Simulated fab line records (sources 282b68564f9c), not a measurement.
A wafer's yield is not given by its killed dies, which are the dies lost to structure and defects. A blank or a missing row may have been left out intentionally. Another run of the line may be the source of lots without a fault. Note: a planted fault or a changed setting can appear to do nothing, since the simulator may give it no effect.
fab line records | flow ritCmos
[record] lots = 7 wafers = 21 lastDay = 7
route steps=202 shown SILICIDE@161 CONTACT@168 M1@202
lots that met no fault: from a run of the same line without faults
startH: start of the lot's first displayed wafer, in hours after the record's first day | waitH: hours from the lot's prior step to this one | " as in the row above | L1.1+2: one row covering several wafers at once | - either no value or no given start | * or withheld: withheld | < > ~ a bound
route shown NAME@n: a module of which the file shows steps, and the number in the route of the first | usual: average and standard deviation across the fault-free wafers | same: alike in all rows | chamber/n: place in a boat | sites: the reading at each site | _std_site: standard deviation of those values | _edge_site: the outer-site mean with the inner-site mean subtracted | radiusMm: how far each site lies from the wafer's centre | mask NAME#n: copy n | behind: the last tool/chamber to shape the wafer | hold: why the lot went on hold/how many hours it stayed there/how the hold came to an end | device: the transistor (n, p or np) that didn't switch | end of line: tests of these same wafers at the route's end | a step without rows: its recipe alone | killed: the dies lost at the first sort to structure and to defects; this is not the yield of the wafer | map: shows each die of a wafer: x if killed, . if not, _ if none is there
set.NAME: the setting that was run; set.NAME@STEP: the one run at that earlier step | model.NAME: the simulator's own value behind a step, which no gauge read
lots seen at some steps along the route; tables by step, rows by wafer
services: a tool's chamber out of use, with start hour (startH, from the record's first day; less than 0 if before it), hours out, and reason
[[steps]]
[step RIT_SILICIDE_WET_ETCH_00]
[recipe] chemistry = BOE target = SiO2 targetDepthNm = 14 timeS = 15 dry = n2Spin dilution = 10:1 tempC = 21.5
[step RIT_SILICIDE_SPUTTER_01]
[recipe] material = Ti targetThkNm = 30 powerW = 350 chamberPressurePa = 0.667 gas = Ar timeS = 240 substrateTempC = 25
[usual] throttleValvePct = 29.8/0.93
// columns lot.wafer tool chamber startH waitH throttleValvePct
L696.1 pvdSputter-01 - 50.87 0.0 29.3
L696.2 " - " " 30.4
L696.6 " - " " 29.4
L697.1 pvdSputter-02 - 55.12 0.0 30.0
L697.2 " - " " 29.1
L697.5 " - " " 30.5
L698.3 pvdSputter-01 - 59.77 0.0 29.5
L698.4 " - " " 29.4
L698.5 " - " " 30.1
L715.1 pvdSputter-02 - 144.55 0.0 28.1
L715.2 " - " " 30.1
L715.3 " - " " 30.7
L716.1 pvdSputter-01 - 150.32 0.0 29.5
L716.5 " - " " 29.6
L716.6 " - " " 30.8
L717.2 pvdSputter-02 - 155.60 0.0 28.1
L717.3 " - " " 29.1
L717.5 " - " " 28.1
L719.1 pvdSputter-02 - 164.44 0.0 29.8
L719.3 " - " " 30.6
L719.6 " - " " 28.0
[step RIT_SILICIDE_RS_MEAS_02]
[recipe] thkMeasGauge = four-point-probe reads = Ti_of_SILICIDE_SPUTTER_01
[usual] SILICIDE_TI_RS = 47.5/0.74
// columns lot.wafer tool chamber startH waitH SILICIDE_TI_RS[ohm/sq]
L696.1 filmMetro-03 - 51.02 0.1 48.1
L696.2 " - " " 47.5
L696.6 " - " " 48.7
L697.1 filmMetro-03 - 55.27 0.1 47.9
L697.2 " - " " 47.1
L697.5 " - " " 47.8
L698.3 filmMetro-03 - 59.96 0.1 48.1
L698.4 " - " " 48.7
L698.5 " - " " 47.3
L715.1 filmMetro-01 - 144.70 0.1 46.5
L715.2 " - " " 47.3
L715.3 " - " " 46.7
L716.1 filmMetro-02 - 150.47 0.1 47.2
L716.5 " - " " 47.5
L716.6 " - " " 46.7
L717.2 filmMetro-01 - 155.77 0.1 46.3
L717.3 " - " " 47.5
L717.5 " - " " 46.8
L719.1 filmMetro-03 - 164.59 0.1 47.1
L719.3 " - " " 47.6
L719.6 " - " " 46.9
[step RIT_SILICIDE_THK_MEAS_03]
[recipe] thkMeasGauge = xrf reads = Ti_of_SILICIDE_SPUTTER_01
[usual] SILICIDE_TI_THK = 30.3/0.41
// columns lot.wafer tool chamber startH waitH SILICIDE_TI_THK[nm]
L696.1 filmMetro-03 - 51.14 0.1 30.1
L696.2 " - " " 30.3
L696.6 " - " " 29.7
L697.1 filmMetro-03 - 55.39 0.1 30.2
L697.2 " - " " 30.4
L697.5 " - " " 30.2
L698.3 filmMetro-03 - 60.06 0.1 29.9
L698.4 " - " " 29.8
L698.5 " - " " 30.6
L715.1 filmMetro-01 - 144.82 0.1 30.9
L715.2 " - " " 30.4
L715.3 " - " " 30.7
L716.1 filmMetro-02 - 150.59 0.1 30.3
L716.5 " - " " 30.1
L716.6 " - " " 30.5
L717.2 filmMetro-01 - 155.88 0.1 30.8
L717.3 " - " " 30.3
L717.5 " - " " 30.7
L719.1 filmMetro-03 - 164.71 0.1 30.6
L719.3 " - " " 30.4
L719.6 " - " " 30.5
[step RIT_SILICIDE_RTA_04]
[recipe] tempC = 650 timeS = 10 idleTempC = 25 rampUpS = 5 rampDownS = 5 coolToC = 25 ambient = N2
[usual] wafer_temp_C_max = 653.0/0.61
// columns lot.wafer tool chamber startH waitH wafer_temp_C_max
L696.1 rtpAnneal-02 0 51.20 0.1 652.3
L696.2 " 0 " " 652.2
L696.6 " 0 " " 652.9
L697.1 rtpAnneal-01 0 55.45 0.1 653.7
L697.2 " 0 " " 652.9
L697.5 " 0 " " 653.3
L698.3 rtpAnneal-02 0 60.12 0.1 652.7
L698.4 " 0 " " 652.7
L698.5 " 0 " " 652.5
L715.1 rtpAnneal-01 0 144.88 0.1 651.3
L715.2 " 0 " " 652.4
L715.3 " 0 " " 652.5
L716.1 rtpAnneal-02 0 150.65 0.1 654.3
L716.5 " 0 " " 653.4
L716.6 " 0 " " 653.1
L717.2 rtpAnneal-01 0 155.94 0.1 653.4
L717.3 " 0 " " 653.1
L717.5 " 0 " " 653.7
L719.1 rtpAnneal-01 0 164.77 0.1 653.1
L719.3 " 0 " " 652.5
L719.6 " 0 " " 653.3
[step RIT_SILICIDE_WET_ETCH_05]
[recipe] chemistry = SPM target = Ti tempC = 90 timeS = 120 dry = n2Spin
[step RIT_SILICIDE_RTA_06]
[recipe] tempC = 750 timeS = 10 idleTempC = 25 rampUpS = 5 rampDownS = 10 coolToC = 25 ambient = N2
[usual] wafer_temp_C_max = 753.5/0.64
// columns lot.wafer tool chamber startH waitH wafer_temp_C_max
L696.1 rtpAnneal-01 0 51.31 0.0 753.5
L696.2 " 0 " " 753.9
L696.6 " 0 " " 752.9
L697.1 rtpAnneal-02 0 55.56 0.0 752.8
L697.2 " 0 " " 753.1
L697.5 " 0 " " 753.5
L698.3 rtpAnneal-01 0 60.23 0.0 753.8
L698.4 " 0 " " 753.0
L698.5 " 0 " " 752.9
L715.1 rtpAnneal-02 0 144.98 0.0 754.0
L715.2 " 0 " " 753.9
L715.3 " 0 " " 753.5
L716.1 rtpAnneal-01 0 150.76 0.0 753.6
L716.5 " 0 " " 753.8
L716.6 " 0 " " 753.6
L717.2 rtpAnneal-02 0 156.05 0.0 752.6
L717.3 " 0 " " 753.9
L717.5 " 0 " " 753.7
L719.1 rtpAnneal-02 0 164.87 0.0 753.6
L719.3 " 0 " " 754.2
L719.6 " 0 " " 754.2
[step RIT_CONTACT_CVD_00]
[recipe] material = SiO2 targetThkNm = 400 precursor = TEOS tempC = 390 timeS = 63.28 rfW = 400
[usual] heaterPowerW = 319/50
// columns lot.wafer tool chamber startH waitH heaterPowerW
L696.1 pecvd-02 0 51.37 0.1 285
L696.2 " 1 " " 261
L696.6 " 2 " " 255
L697.1 pecvd-01 1 55.63 0.1 326
L697.2 " 0 " " 288
L697.5 " 1 " " 327
L698.3 pecvd-04 0 60.27 0.0 408
L698.4 " 0 " " 410
L698.5 " 2 " " 311
L715.1 pecvd-01 1 145.05 0.1 353
L715.2 " 0 " " 295
L715.3 " 2 " " 252
L716.1 pecvd-04 1 150.83 0.1 304
L716.5 " 0 " " 413
L716.6 " 1 " " 311
L717.2 pecvd-02 1 156.11 0.0 324
L717.3 " 0 " " 280
L717.5 " 2 " " 347
L719.1 pecvd-04 0 164.94 0.1 348
L719.3 " 1 " " 313
L719.6 " 2 " " 323
[step RIT_CONTACT_THK_MEAS_01]
[recipe] reads = SiO2_of_CONTACT_CVD_00
[usual] CONTACT_TEOS_THK = 416/5.5
// columns lot.wafer tool chamber startH waitH CONTACT_TEOS_THK[nm]
L696.1 filmMetro-04 - 51.42 0.0 409
L696.2 " - " " 413
L696.6 " - " " 420
L697.1 filmMetro-04 - 55.68 0.0 413
L697.2 " - " " 414
L697.5 " - " " 414
L698.3 filmMetro-04 - 60.35 0.0 409
L698.4 " - " " 413
L698.5 " - " " 412
L715.1 filmMetro-01 - 145.10 0.0 416
L715.2 " - " " 416
L715.3 " - " " 409
L716.1 filmMetro-04 - 150.88 0.0 415
L716.5 " - " " 418
L716.6 " - " " 421
L717.2 filmMetro-03 - 156.17 0.0 408
L717.3 " - " " 412
L717.5 " - " " 425
L719.1 filmMetro-04 - 164.99 0.0 410
L719.3 " - " " 415
L719.6 " - " " 416
[step RIT_CONTACT_HMDS_02]
[recipe] primeTimeS = 60 primeTempC = 140
[step RIT_CONTACT_COAT_03]
[recipe] resist = NOVOLAK spinRpm = 3250 resistThkNm = 1000
[step RIT_CONTACT_SOFTBAKE_04]
[recipe] resist = NOVOLAK tempC = 90 timeS = 60
[step RIT_CONTACT_EXPOSE_05]
[recipe] maskId = M11 na = 0.6 sourceShape = conventional sigmaOuter = 0.5 targetCdNm = 1000 doseMj = 248.4
[usual] reticleTempC = 22.99/0.095
// columns lot.wafer tool chamber startH waitH mask reticleTempC model.CONTACT.overlayXNm
L696.1 ilineStepper-01 0 52.15 0.2 M11#0 23.18 0.04129
L696.2 " 0 " " M11#0 22.88 0.04129
L696.6 " 0 " " M11#0 22.99 0.04129
L697.1 ilineStepper-01 0 56.28 0.1 M11#0 22.90 0.04204
L697.2 " 0 " " M11#0 22.96 0.04204
L697.5 " 0 " " M11#0 22.90 0.04204
L698.3 ilineStepper-02 0 61.00 0.2 M11#0 22.96 -1.676
L698.4 " 0 " " M11#0 22.92 -1.676
L698.5 " 0 " " M11#0 22.88 -1.676
L715.1 ilineStepper-02 0 145.74 0.2 M11#0 22.96 130
L715.2 " 0 " " M11#0 22.94 130
L715.3 " 0 " " M11#0 22.95 130
L716.1 ilineStepper-02 0 151.40 0.1 M11#0 23.03 129.2
L716.5 " 0 " " M11#0 23.07 129.2
L716.6 " 0 " " M11#0 23.11 129.2
L717.2 ilineStepper-02 0 156.69 0.1 M11#0 22.88 129.2
L717.3 " 0 " " M11#0 22.98 129.2
L717.5 " 0 " " M11#0 23.13 129.2
L719.1 ilineStepper-01 0 165.63 0.2 M11#0 23.01 -0.5346
L719.3 " 0 " " M11#0 23.04 -0.5346
L719.6 " 0 " " M11#0 22.83 -0.5346
[step RIT_CONTACT_PEB_06]
[recipe] resist = NOVOLAK tempC = withheld timeS = withheld
[step RIT_CONTACT_DEVELOP_07]
[recipe] resist = NOVOLAK developTimeS = 120 devTempC = 23
[step RIT_CONTACT_CD_MEAS_08]
[recipe] targetCdNm = 1000
[usual] cdNm = 1000.4/1.9
// columns lot.wafer tool chamber startH waitH cdNm
L696.1 cdSem-02 - 52.67 - 1001.4
L696.2 " - " " 999.0
L696.6 " - " " 998.9
L697.1 cdSem-02 - 56.79 - 1001.5
L697.2 " - " " 1000.6
L697.5 " - " " 1002.9
L698.3 cdSem-01 - 61.52 - 1000.2
L698.4 " - " " 1001.7
L698.5 " - " " 1000.1
L715.1 cdSem-01 - 146.25 - 999.1
L715.2 " - " " 995.5
L715.3 " - " " 996.8
L716.1 cdSem-02 - 151.92 - 999.3
L716.5 " - " " 999.0
L716.6 " - " " 1001.5
L717.2 cdSem-02 - 157.20 - 999.8
L717.3 " - " " 999.7
L717.5 " - " " 1000.4
L719.1 cdSem-02 - 166.14 - 999.7
L719.3 " - " " 1000.6
L719.6 " - " " 1000.3
[step RIT_CONTACT_OVL_MEAS_09]
[usual] CONTACT_OVL = 0.5/1.4
// columns lot.wafer tool chamber startH waitH hold CONTACT_OVL[nm]
L696.1 overlay-02 - 52.79 0.1 - 2.5
L696.2 " - " " - 1.7
L696.6 " - " " - 1.5
L697.1 overlay-02 - 56.91 0.1 - 1.0
L697.2 " - " " - 2.4
L697.5 " - " " - 2.3
L698.3 overlay-01 - 61.61 0.1 - -2.8
L698.4 " - " " - 0.7
L698.5 " - " " - -1.0
L715.1 overlay-02 - 146.37 0.1 awaitDispo/0.2h/release 131.9
L715.2 " - " " awaitDispo/0.2h/release 129.6
L715.3 " - " " awaitDispo/0.2h/release 129.2
L715.1 overlay-02 - 146.58 0.2 - 131.9
L715.2 " - " " - 129.9
L715.3 " - " " - 130.0
L716.1 overlay-02 - 152.04 0.1 awaitDispo/0.2h/release 130.7
L716.5 " - " " awaitDispo/0.2h/release 130.9
L716.6 " - " " awaitDispo/0.2h/release 128.4
L716.1 overlay-02 - 152.24 0.2 - 131.8
L716.5 " - " " - 131.7
L716.6 " - " " - 129.3
L717.2 overlay-02 - 157.31 0.1 awaitDispo/0.2h/release 129.7
L717.3 " - " " awaitDispo/0.2h/release 130.8
L717.5 " - " " awaitDispo/0.2h/release 130.0
L717.2 overlay-02 - 157.51 0.2 - 129.9
L717.3 " - " " - 130.9
L717.5 " - " " - 130.2
L719.1 overlay-02 - 166.26 0.1 - -1.5
L719.3 " - " " - 0.0
L719.6 " - " " - -1.9
[step RIT_M1_PROBE_99]
[usual] defectLimitedYield = 97.5/1.1 killedAtContacts = 0.1/0.35 killedAtFrontEnd = 6.6/2.7 killedDies = 6.7/2.8 killedOpen = 3.4/2.1 killedShort = 3.3/1.8 sort_bin_3_pad_short = 0.1/0.21 sort_bin_5_function = 1.4/0.79 sort_bin_6_memory = 1.0/0.58 sortNPass = 257.3/2.8 sortYieldPct = 97.5/1.1
[same] grossDies = 264 killed_at_M0_to_M3 = 0 killed_at_M4_up = 0 killedAtBackSide = 0 killedAtOther = 0
// columns lot.wafer tool chamber startH waitH defectLimitedYield[%] killedAtContacts killedAtFrontEnd killedDies killedOpen killedShort sort_bin_3_pad_short[%] sort_bin_5_function[%] sort_bin_6_memory[%] sortNPass sortYieldPct[%]
L696.1 prober-02 - 57.97 0.1 97.3 0 7 7 4 3 0 1.5 1.1 257.0 97.3
L696.2 prober-02 - 58.02 0.1 98.9 0 3 3 3 0 0 0.4 0.8 261.0 98.9
L696.6 prober-02 - 58.22 0.2 97.7 1 5 6 2 4 0.4 1.5 0.4 258.0 97.7
L697.1 prober-01 - 61.95 0.1 98.1 0 5 5 1 4 0 1.1 0.8 259.0 98.1
L697.2 prober-01 - 62.00 0.1 97.7 0 6 6 1 5 0 1.1 1.1 258.0 97.7
L697.5 prober-01 - 62.15 0.2 97.7 1 5 6 4 2 0 1.9 0.4 258.0 97.7
L698.3 prober-02 - 66.74 0.2 96.6 1 8 9 5 4 0.4 2.3 0.8 255.0 96.6
L698.4 prober-02 - 66.79 0.2 97.3 0 7 7 1 6 0.4 1.1 1.1 257.0 97.3
L698.5 prober-02 - 66.84 0.2 96.2 0 10 10 4 6 0 1.9 1.9 254.0 96.2
L719.1 prober-01 - 172.71 0.1 96.6 0 9 9 6 3 0 1.5 1.9 255.0 96.6
L719.3 prober-01 - 172.81 0.2 98.1 0 5 5 2 3 0 1.1 0.8 259.0 98.1
L719.6 prober-01 - 172.96 0.2 97.3 0 7 7 3 4 0 0.8 1.9 257.0 97.3
// killed by level:class
L696.1 REOX:geometricParticle:open=2 FOX1:geometricParticle:open=1 FOX2:geometricParticle:short=1 GATE:geometricParticle:open=1 GATE:geometricParticle:short=1 SPACER:geometricParticle:short=1
L696.2 FOX2:geometricParticle:open=1 GATE:geometricParticle:open=1 SILICIDE:geometricParticle:open=1
L696.6 FOX2:geometricParticle:short=1 GATE:geometricParticle:open=1 REOX:geometricParticle:short=1 SPACER:geometricParticle:open=1 SILICIDE:geometricParticle:short=1 CONTACT:geometricParticle:short=1
L697.1 GATE:geometricParticle:short=2 GATE:geometricParticle:open=1 REOX:geometricParticle:short=1 SPACER:geometricParticle:short=1
L697.2 GATE:geometricParticle:short=2 FOX1:geometricParticle:short=1 GATE:geometricParticle:open=1 SPACER:geometricParticle:short=1 SILICIDE:geometricParticle:short=1
L697.5 REOX:geometricParticle:short=2 FOX1:geometricParticle:open=1 REOX:geometricParticle:open=1 SPACER:geometricParticle:open=1 CONTACT:geometricParticle:open=1
L698.3 GATE:geometricParticle:short=4 ACTIVE:geometricParticle:open=1 FOX1:geometricParticle:open=1 FOX2:geometricParticle:open=1 CONTACT:geometricParticle:open=1 SILICIDE:geometricParticle:open=1
L698.4 GATE:geometricParticle:short=3 FOX1:geometricParticle:short=2 FOX1:geometricParticle:open=1 SPACER:geometricParticle:short=1
L698.5 FOX1:geometricParticle:open=3 GATE:geometricParticle:short=3 REOX:geometricParticle:short=2 FOX1:geometricParticle:short=1 GATE:geometricParticle:open=1
L719.1 REOX:geometricParticle:open=3 FOX1:geometricParticle:open=1 FOX1:geometricParticle:short=1 GATE:geometricParticle:open=1 GATE:geometricParticle:short=1 SPACER:geometricParticle:open=1 SILICIDE:geometricParticle:short=1
L719.3 GATE:geometricParticle:open=2 REOX:geometricParticle:short=2 GATE:geometricParticle:short=1
L719.6 GATE:geometricParticle:short=3 ACTIVE:geometricParticle:open=1 SPACER:geometricParticle:open=1 SPACER:geometricParticle:short=1 SILICIDE:geometricParticle:open=1
[[services]]
// columns tool chamber startH hours kind
pvdSputter-02 - 58.01 7.9 repair
pecvd-01 - 59.08 1.0 repair
pecvd-02 - 73.81 1.2 repair
rtpAnneal-01 - 75.36 3.7 pm
ilineStepper-01 - 75.45 5.2 repair
ilineStepper-02 0 76.45 - calibration
pvdSputter-02 - 79.80 1.2 repair
pvdSputter-01 - 93.62 1.8 repair
pecvd-02 2 108.58 6.1 repair
pecvd-04 1 113.40 3.5 repair
pvdSputter-01 - 116.20 13.3 repair
pecvd-04 - 117.24 0.8 repair
pecvd-01 2 130.55 7.8 repair
pvdSputter-01 - 135.10 1.4 repair
ilineStepper-01 0 140.42 - calibration
ilineStepper-01 - 155.22 1.7 pm
pecvd-04 1 159.49 4.0 repair
[[key]]
[firstSign] step = RIT_CONTACT_OVL_MEAS_09 reading = visit direction = added
[effect] step = RIT_CONTACT_OVL_MEAS_09 reading = CONTACT_OVL direction = up sigmas = 92 usual = 0.5 struck = 130.1
[modelEffect] step = RIT_CONTACT_EXPOSE_05 value = CONTACT.overlayXNm without = -0.5421 struck = 129.5
metAt RIT_CONTACT_EXPOSE_05
struckWafers L715.1,L715.2,L715.3,L716.1,L716.5,L716.6,L717.2,L717.3,L717.5
scrappedBehind RIT_CONTACT_OVL_MEAS_09 L715.1,L715.2,L715.3,L716.1,L716.5,L716.6,L717.2,L717.3,L717.5
onsetBetween 61.00 145.74
[fault] kind = scannerMatchingOverlay tool = ilineStepper-02 chamber = - onsetH = 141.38 steps = RIT_CONTACT_EXPOSE_05 offset = 130
